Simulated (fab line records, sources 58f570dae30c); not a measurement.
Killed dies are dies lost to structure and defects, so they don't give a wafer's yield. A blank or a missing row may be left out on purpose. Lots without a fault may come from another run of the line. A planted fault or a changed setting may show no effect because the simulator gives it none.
Which tool did it? | flow berkeley_cmos170 | 15 lots, 45 wafers sampled, at 2 steps of a route of 331

WHAT THE GAUGES READ, wafer by wafer
UCB170_SILICIDE_RS_MEAS_02: measures by four-point-probe.
lot  | measured     | on            | SILICIDE_TI_RS (ohm/sq)
L361 | day 8 16:13  | film_metro-04 | 28.1 28.4 27.4
L362 | day 8 16:31  | film_metro-01 | 28.4 28.8 28.1
L365 | day 9 12:31  | film_metro-02 | 26.8 27.0 27.3
L366 | day 9 13:23  | film_metro-04 | 27.8 28.1 28.4
L364 | day 9 13:35  | film_metro-04 | 27.9 27.9 27.4
L363 | day 9 14:20  | film_metro-04 | 27.1 27.2 27.0
L369 | day 9 20:27  | film_metro-04 | 27.6 27.5 27.7
L372 | day 10 10:16 | film_metro-04 | 28.1 27.5 28.0
L373 | day 11 00:41 | film_metro-04 | 27.6 28.3 27.9
L375 | day 11 00:44 | film_metro-01 | 27.4 27.0 26.7
L374 | day 11 00:48 | film_metro-02 | 28.3 28.5 27.8
L376 | day 11 06:53 | film_metro-04 | 28.1 27.9 28.2
L378 | day 11 17:04 | film_metro-04 | 28.1 27.6 27.9
L380 | day 12 05:31 | film_metro-01 | 27.5 27.8 27.3
L382 | day 12 17:40 | film_metro-04 | 27.8 27.9 28.2

WHICH TOOL RAN EACH LOT (tool, then ch and the chambers of the sampled wafers, then the start)
lot  | UCB170_BACKSIDE_STRIP_03
L361 | plasma_asher-04 ch 0,1, day 8 15:14
L362 | plasma_asher-01 ch 0,1, day 8 15:32
L365 | plasma_asher-04 ch 0,1, day 9 11:31
L366 | plasma_asher-01 ch 0, day 9 12:24
L364 | plasma_asher-04 ch 0,1, day 9 12:31
L363 | plasma_asher-04 ch 0,1, day 9 13:18
L369 | plasma_asher-04 ch 1, day 9 19:28
L372 | plasma_asher-03 ch 0,1, day 10 09:17
L373 | plasma_asher-01 ch 0,1, day 10 22:40
L375 | plasma_asher-03 ch 0,1, day 10 22:46
L374 | plasma_asher-01 ch 0,1, day 10 22:46
L376 | plasma_asher-01 ch 0,1, day 11 05:53
L378 | plasma_asher-01 ch 0,1, day 11 16:04
L380 | plasma_asher-01 ch 0,1, day 12 04:32
L382 | plasma_asher-01 ch 0,1, day 12 15:44
- UCB170_BACKSIDE_STRIP_03: strips in O2.

WHAT THE TOOLS THEMSELVES READ (means of the sampled wafers that have a number; where no wafer has one, the mark that the record gives instead)
UCB170_BACKSIDE_STRIP_03.
lot  | tool            | drypump_motor_current_A (A) | oes_product_au (a.u.) | strip_time_to_endpoint_s (s)
L361 | plasma_asher-04 | 6.3                         | 0.736                 | 21.90
L362 | plasma_asher-01 | 6.0                         | 0.734                 | 21.85
L365 | plasma_asher-04 | 6.3                         | 0.733                 | 22.01
L366 | plasma_asher-01 | 6.4                         | 0.735                 | 21.88
L364 | plasma_asher-04 | 6.4                         | 0.734                 | 21.91
L363 | plasma_asher-04 | 6.4                         | 0.736                 | 21.85
L369 | plasma_asher-04 | 6.1                         | 0.736                 | 21.94
L372 | plasma_asher-03 | 5.5                         | 0.735                 | 21.97
L373 | plasma_asher-01 | 5.7                         | 0.739                 | 21.91
L375 | plasma_asher-03 | 5.5                         | 0.736                 | 21.96
L374 | plasma_asher-01 | 5.7                         | 0.736                 | 21.96
L376 | plasma_asher-01 | 5.7                         | 0.738                 | 21.94
L378 | plasma_asher-01 | 5.7                         | 0.741                 | 22.03
L380 | plasma_asher-01 | 6.1                         | 0.735                 | 21.94
L382 | plasma_asher-01 | 6.1                         | 0.736                 | 21.99

THE ANSWER, worked out from the rows above alone
Rule: what is usual is taken from the lots themselves. Put in order of their means at a reading, lots are off if they are a third of the lots or fewer, leave a main group of 4 or more, and stand apart from it by a gap of 3 or more times the standard deviation of the main group's means; of several such gaps the widest counts. A main group whose means are all the same, to the digits that the tables above print for the reading, isn't used. A lot without any number at a reading at which 4 lots or more have one is off too. The other lots that the step has rows for count as sound. The gauges are gone through in route order, then the tools' own readings, and for those a lot's mean is taken as printed above. The first step at which some lot is off is used, and at that step the reading that is off furthest; a lot without a number counts as furthest.
No lot is off at any reading shown: from this, nothing can be told.

WHAT THE SIMULATOR HAD PUT IN
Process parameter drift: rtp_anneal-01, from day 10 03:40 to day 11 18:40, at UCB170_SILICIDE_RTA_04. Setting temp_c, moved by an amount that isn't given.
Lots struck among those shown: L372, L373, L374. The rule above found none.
